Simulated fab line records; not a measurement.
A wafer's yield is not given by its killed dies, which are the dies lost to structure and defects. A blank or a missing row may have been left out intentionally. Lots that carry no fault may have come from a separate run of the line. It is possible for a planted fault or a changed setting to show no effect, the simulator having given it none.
Which tool was responsible? | flow berkeley cmos170 | 45 wafers from 15 lots sampled at 4 of the route's 331 steps

## WHAT EACH GAUGE READ, for each wafer
UCB170_START_BOW_MEAS_00.
lot  | measured    | on            | INCOMING_BOW (um)
L704 | day 1 10:00 | film metro-03 | -5 5 -8
L705 | day 1 15:00 | film metro-03 | -8 -7 -2
L706 | day 1 20:01 | film metro-04 | 0 1 10
L708 | day 2 06:01 | film metro-01 | 7 -13 1
L709 | day 2 11:01 | film metro-03 | 1 -4 9
L710 | day 2 16:02 | film metro-01 | -8 14 -2
L711 | day 2 21:00 | film metro-03 | 0 -7 -2
L712 | day 3 02:01 | film metro-01 | 5 5 -1
L713 | day 3 07:00 | film metro-01 | -8 9 3
L714 | day 3 12:03 | film metro-03 | 0 -2 -2
L715 | day 3 17:00 | film metro-04 | -8 -6 1
L722 | day 5 04:00 | film metro-01 | 2 2 -3
L725 | day 5 19:01 | film metro-01 | -1 -3 -2
L726 | day 6 00:00 | film metro-03 | 15 -1 -1
L727 | day 6 05:01 | film metro-01 | -1 -9 -4

UCB170_PWELL_OVL_MEAS_13.
lot  | measured    | on         | PWELL_OVL (nm)
L704 | day 3 11:46 | overlay-01 | 4 5 6
L705 | day 3 11:37 | overlay-02 | -5 -11 -6
L706 | day 3 21:43 | overlay-01 | -6 -6 -7
L708 | day 4 06:47 | overlay-01 | -1 -12 -2
L709 | day 4 23:03 | overlay-01 | -3 -1 0
L710 | day 4 23:30 | overlay-01 | -2 12 3
L711 | day 4 22:26 | overlay-02 | 11 -2 -1
L712 | day 4 23:19 | overlay-01 | 0 -9 -4
L713 | day 5 02:40 | overlay-01 | 4 2 0
L714 | day 5 23:23 | overlay-01 | -19 -14 -14
L715 | day 5 15:27 | overlay-01 | 0 0 4
L722 | day 7 01:12 | overlay-01 | -5 1 -3
L725 | day 7 19:43 | overlay-01 | -2 2 1
L726 | day 8 08:05 | overlay-02 | -2 -1 -5
L727 | day 8 08:27 | overlay-01 | 0 2 -1

UCB170_PLDD_OVL_MEAS_07.
lot  | measured     | on         | PLDD_OVL (nm)
L704 | day 7 07:09  | overlay-01 | -5 -8 -9
L705 | day 7 07:38  | overlay-01 | 2 7 12
L706 | day 7 13:25  | overlay-02 | 1 4 4
L708 | day 7 13:08  | overlay-01 | 6 11 9
L709 | day 9 00:20  | overlay-01 | 1 -6 -5
L710 | day 9 01:38  | overlay-02 | -6 -10 -11
L711 | day 9 00:36  | overlay-01 | -8 -5 -5
L712 | day 9 01:37  | overlay-01 | 2 3 -1
L713 | day 9 01:20  | overlay-02 | -9 -5 -6
L714 | day 10 01:39 | overlay-01 | 0 0 3
L715 | day 9 17:07  | overlay-02 | -3 -3 -5
L722 | day 11 09:08 | overlay-02 | -12 -13 -16

## TOOL THAT RAN EACH LOT (tool first, then ch and the chambers of the sampled wafers, then the start)
lot  | UCB170_SCREENOX_ANNEAL_03
L704 | furnace-04 ch 0, day 6 09:28
L705 | furnace-04 ch 0, day 6 09:28
L706 | furnace-04 ch 0, day 6 19:08
L708 | furnace-04 ch 0, day 6 19:08
L709 | furnace-02 ch 0, day 7 21:43
L710 | furnace-02 ch 0, day 7 21:43
L711 | furnace-02 ch 0, day 7 21:43
L712 | furnace-02 ch 0, day 7 21:43
L713 | furnace-02 ch 0, day 7 21:43
L714 | furnace-01 ch 0, day 9 02:23
L715 | furnace-02 ch 0, day 8 16:35
L722 | furnace-02 ch 0, day 10 11:13
L725 | furnace-02, day 11 02:20
L726 | furnace-04, day 11 12:23
L727 | furnace-04, day 11 12:23
- UCB170_SCREENOX_ANNEAL_03: time 900 s.

## AS READ BY THE TOOLS THEMSELVES (means over the sampled wafers that have a number; for cases with no such wafer, the mark the record gives instead)
UCB170_SCREENOX_ANNEAL_03.
lot  | tool       | spike tc centre C (C) | spike tc load C (C)
L704 | furnace-04 | 902.0                 | 925
L705 | furnace-04 | 901.5                 | 925
L706 | furnace-04 | 903.0                 | 926
L708 | furnace-04 | 903.0                 | 926
L709 | furnace-02 | 901.8                 | 916
L710 | furnace-02 | 901.7                 | 917
L711 | furnace-02 | 902.7                 | 917
L712 | furnace-02 | 903.1                 | 916
L713 | furnace-02 | 901.8                 | 916
L714 | furnace-01 | 902.3                 | 922
L715 | furnace-02 | 902.3                 | 915
L722 | furnace-02 | 903.2                 | 916
L725 | furnace-02 | -                     | -
L726 | furnace-04 | -                     | -
L727 | furnace-04 | -                     | -

## THE ANSWER, worked out from the rows above alone
Rule: usual is defined by the lots themselves. Put in order of their means at a reading, lots are off if they are a third of the lots or fewer, leave a main group of 4 or more, and stand apart from it by a gap of 3 or more times the standard deviation of the main group's means; of several such gaps the widest counts. A main group whose means are all the same, to the digits that the tables above print for the reading, isn't used. Also off: a lot with no number at a reading for which 4 or more lots have one. Any other lot the step has rows for is counted as sound. First the gauges in route order, then the tools' own readings, where a lot's mean is used as printed above. At the first step where some lot is off, the reading lying furthest off is the one used; lots without a number count as furthest.
Off: L725, L726, L727, at UCB170_SCREENOX_ANNEAL_03 (spike tc centre C). Without a number there: L725, L726, L727. The main group: mean 902.4 C, standard deviation 0.59.
A tool fits if, at that step or a process step before it, it ran every lot that is off, and no sound lot after the first of them. Not one of the candidates tried fits.

## WHAT WAS PUT IN BY THE SIMULATOR
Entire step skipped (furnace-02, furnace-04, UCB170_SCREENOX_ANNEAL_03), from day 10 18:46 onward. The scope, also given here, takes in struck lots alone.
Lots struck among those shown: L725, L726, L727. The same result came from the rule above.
